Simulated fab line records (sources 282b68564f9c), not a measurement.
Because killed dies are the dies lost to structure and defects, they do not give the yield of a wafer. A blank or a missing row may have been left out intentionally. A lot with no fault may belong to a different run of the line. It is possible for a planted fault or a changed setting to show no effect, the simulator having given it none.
One fault seen from 2 desks | flow rit cmos | numbers are kept per desk, each desk with only its own; the story behind them comes last

== TOOL OWNER'S DESK, rie diel-01 ==
The tool's own readings at RIT_CONTACT_ETCH_11 (etches SiO2 in CHF3/CF4/Ar, stops on TiSi2, target depth 480 nm, time 320 s): means of the sampled wafers that have a number, for each lot that ran on this tool. If a lot's mean is further than 4 standard deviations from the usual mean, the lot is out of limits and carries the mark OUT (the distance appears in the brackets).
Columns: A = chamber pressure mTorr at RIT_CONTACT_ETCH_11, usual 100.00 mTorr; B = drypump motor current A at RIT_CONTACT_ETCH_11, usual 5.7 A; C = mfc ar sccm at RIT_CONTACT_ETCH_11, usual 100.0 sccm; D = oes product au at RIT_CONTACT_ETCH_11, usual 0.986 a.u.; E = throttle valve pct at RIT_CONTACT_ETCH_11, usual 8.87 %
lot  | first seen here | A     | B   | C    | D     | E
L559 | day 6 00:14     | 99.97 | 5.8 | 99.9 | 0.985 | 8.96
L562 | day 6 12:36     | 99.97 | 5.3 | 99.9 | 0.998 | 8.91
L563 | day 6 18:10     | 99.97 | 5.7 | 99.8 | 0.995 | 8.95
This desk's verdict: no lot among the 3 shows anything out of limits.

== METROLOGY DESK ==
Means of the sampled wafers that have a number, per lot and without regard to the tool the lot ran on: this is what the gauges read. If a lot's mean is further than 4 standard deviations from the usual mean, the lot is out of limits and carries the mark OUT (the distance appears in the brackets).
Columns: A = CONTACT_TEOS_THK at RIT_CONTACT_THK_MEAS_01, usual 401 nm; B = cd nm at RIT_CONTACT_CD_MEAS_08, usual 1001.2 nm; C = CONTACT_OVL at RIT_CONTACT_OVL_MEAS_09, usual -1.0 nm
lot  | first seen here | A   | B      | C
L550 | day 3 22:59     | 400 | 1001.7 | -0.7
L559 | day 5 22:54     | 396 | 1004.5 | -1.0
L562 | day 6 11:07     | 400 | 1002.7 | -1.3
L563 | day 6 16:50     | 400 | 999.8  | -2.0
L564 | day 6 22:00     | 400 | 1000.8 | -1.8
L568 | day 7 19:08     | 397 | 998.9  | -0.0
This desk's verdict: no lot among the 6 shows anything out of limits.

== BROUGHT TOGETHER ==
The desk of the tool owner found nothing out of limits.
From the metrology desk's view, nothing was out of limits.

== WHAT HAD BEEN PUT IN BY THE SIMULATOR ==
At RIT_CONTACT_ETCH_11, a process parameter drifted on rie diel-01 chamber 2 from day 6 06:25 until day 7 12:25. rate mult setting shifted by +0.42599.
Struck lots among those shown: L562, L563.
